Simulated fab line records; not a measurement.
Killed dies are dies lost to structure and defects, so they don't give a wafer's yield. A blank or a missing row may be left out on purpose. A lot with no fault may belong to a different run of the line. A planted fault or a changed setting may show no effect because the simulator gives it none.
Commonality check across tools + flow rit-cmos + Sampled: 13 lots, 42 wafers

== WHY THIS WAS OPENED ==
At RIT_GATE_CD_MEAS_16 the reading cd-nm is flagged on 1 of 13 lots. Fault-free wafers read 150.4 nm, with a standard deviation of 2.2.
Rule: a lot is flagged when every wafer of it that has a number lies more than 4 standard deviations from that mean, or none has a number. All remaining lots are regarded as sound.

| lot  | measured    | on        | cd-nm (nm), wafer by wafer          | flag    |
|------|-------------|-----------|-------------------------------------|---------|
| L294 | day 2 17:04 | cd-sem-02 | 149.1 146.2 146.3                   |         |
| L295 | day 2 22:34 | cd-sem-01 | 153.6 149.9 152.7                   |         |
| L297 | day 3 11:40 | cd-sem-02 | 147.1 148.9 147.2                   |         |
| L298 | day 3 13:40 | cd-sem-01 | 149.1 150.0 149.8                   |         |
| L299 | day 3 17:44 | cd-sem-01 | 153.8 151.0 151.5                   |         |
| L300 | day 4 00:17 | cd-sem-02 | 138.7 141.1 139.9 138.9 141.3 139.7 | FLAGGED |
| L301 | day 4 05:40 | cd-sem-01 | 153.4 154.2 150.0                   |         |
| L303 | day 4 14:08 | cd-sem-01 | 152.2 148.9 150.1                   |         |
| L312 | day 6 14:50 | cd-sem-02 | 146.7 145.3 146.9                   |         |
| L313 | day 6 19:55 | cd-sem-01 | 149.2 147.7 149.9                   |         |
| L314 | day 7 01:07 | cd-sem-01 | 151.0 153.0 151.8                   |         |
| L315 | day 7 05:56 | cd-sem-01 | 149.9 149.6 149.8                   |         |
| L316 | day 7 19:16 | cd-sem-02 | 153.6 150.5 151.7                   |         |
Average over the flagged lots: 139.9 nm; offset from the usual -10.5 nm, equal to -5 standard deviations.

== EACH LOT AND THE TOOL IT RAN ON ==
The record holds 1 process step before the reading, out of a route of 202 steps. In each cell: the tool, then ch and the chambers that the sampled wafers went through, then the start.
| lot  | flag    | RIT_GATE_EXPOSE_13                 |
|------|---------|------------------------------------|
| L294 |         | iline-stepper-01 ch 0, day 2 16:40 |
| L295 |         | iline-stepper-01 ch 0, day 2 22:10 |
| L297 |         | iline-stepper-01 ch 0, day 3 11:16 |
| L298 |         | iline-stepper-02 ch 0, day 3 13:16 |
| L299 |         | iline-stepper-01 ch 0, day 3 17:20 |
| L300 | FLAGGED | iline-stepper-01 ch 0, day 3 23:53 |
| L301 |         | iline-stepper-02 ch 0, day 4 05:10 |
| L303 |         | iline-stepper-02 ch 0, day 4 13:44 |
| L312 |         | iline-stepper-01 ch 0, day 6 14:26 |
| L313 |         | iline-stepper-02 ch 0, day 6 19:31 |
| L314 |         | iline-stepper-01 ch 0, day 7 00:42 |
| L315 |         | iline-stepper-01 ch 0, day 7 05:18 |
| L316 |         | iline-stepper-01 ch 0, day 7 18:52 |
What is done by these steps:
- RIT_GATE_EXPOSE_13: exposes mask M6, target cd 150 nm.
- RIT_GATE_CD_MEAS_16: target cd 150 nm.

== FLAGGED AGAINST TOTAL, ONE TOOL AT A TIME (gauges that did the reading follow at the end) ==
| step                | tool             | lots run | flagged | share of the flagged lots | sound lots run after its first flagged lot |
|---------------------|------------------|----------|---------|---------------------------|--------------------------------------------|
| RIT_GATE_EXPOSE_13  | iline-stepper-01 | 9        | 1       | all                       | 4 (L312,L314,L315,L316)                    |
| RIT_GATE_EXPOSE_13  | iline-stepper-02 | 4        | 0       | none                      | -                                          |
| RIT_GATE_CD_MEAS_16 | cd-sem-01        | 8        | 0       | none                      | -                                          |
| RIT_GATE_CD_MEAS_16 | cd-sem-02        | 5        | 1       | all                       | 2 (L312,L316)                              |

== WHAT THE TABLE ALLOWS ==
iline-stepper-01 at RIT_GATE_EXPOSE_13 and cd-sem-02 at RIT_GATE_CD_MEAS_16 are the 2 rows of the table that ran each flagged lot.
- iline-stepper-01 at RIT_GATE_EXPOSE_13: 1 of its 9 lots flagged. Lots that were sound ran on it after the first flagged one (L312, L314, L315, L316); a persistent fault on the entire tool would not allow that.
- cd-sem-02 at RIT_GATE_CD_MEAS_16: 1 of its 5 lots flagged. Lots that were sound ran on it after the first flagged one (L312, L316); a persistent fault on the entire tool would not allow that.
Not one row of the table ran every flagged lot while running no sound lot after the first.

== WHAT HAD BEEN PUT IN BY THE SIMULATOR ==
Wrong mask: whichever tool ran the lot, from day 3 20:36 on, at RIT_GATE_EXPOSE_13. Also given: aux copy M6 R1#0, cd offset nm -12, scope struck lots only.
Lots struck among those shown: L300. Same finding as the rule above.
